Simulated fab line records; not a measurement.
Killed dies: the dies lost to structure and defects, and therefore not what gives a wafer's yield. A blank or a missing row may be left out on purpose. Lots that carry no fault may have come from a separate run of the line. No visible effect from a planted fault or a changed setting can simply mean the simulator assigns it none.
Which tool is to blame?    flow berkeley_cmos170    7 lots, 21 wafers sampled, at 2 steps of a route of 331

## WHAT THE GAUGES READ, wafer by wafer
UCB170_SILICIDE_RS_MEAS_02: the measuring method here is four-point-probe.
lot   measured      on             SILICIDE_TI_RS (ohm/sq)
L620  day 8 08:35   film_metro-02  25.9 25.9 25.9
L622  day 8 13:46   film_metro-01  25.3 25.8 25.5
L623  day 9 09:19   film_metro-03  26.3 26.3 26.4
L633  day 10 23:42  film_metro-03  26.5 26.3 26.0
L632  day 11 00:06  film_metro-03  26.8 26.5 26.3
L638  day 12 01:37  film_metro-02  26.0 26.3 25.9
L641  day 12 08:40  film_metro-02  26.4 26.3 26.3

## WHAT TOOL EACH LOT RAN ON (gives the tool, then ch and the chambers of the sampled wafers, and finally the start)
lot   UCB170_SILICIDE_SPUTTER_01
L620  pvd_sputter-04, day 8 08:34
L622  pvd_sputter-03, day 8 13:43
L623  pvd_sputter-04, day 9 09:16
L633  pvd_sputter-02, day 10 23:40
L632  pvd_sputter-03, day 11 00:04
L638  pvd_sputter-02, day 12 01:32
L641  pvd_sputter-03, day 12 08:38
- UCB170_SILICIDE_SPUTTER_01: material Ti, target thk 30 nm, time 25 s.

## THE ANSWER, worked out from the rows above alone
Rule: usual is defined by the lots themselves. Put in order of their means at a reading, lots are off if they are a third of the lots or fewer, leave a main group of 4 or more, and stand apart from it by a gap of 3 or more times the standard deviation of the main group's means; of several such gaps the widest counts. A main group is skipped when, at the precision printed for the reading in the tables above, its means are all equal. A lot without any number at a reading at which 4 lots or more have one is off too. The other lots that the step has rows for count as sound.
Nothing can be told from this: no lot is off at any reading shown.

## WHAT THE SIMULATOR PUT IN
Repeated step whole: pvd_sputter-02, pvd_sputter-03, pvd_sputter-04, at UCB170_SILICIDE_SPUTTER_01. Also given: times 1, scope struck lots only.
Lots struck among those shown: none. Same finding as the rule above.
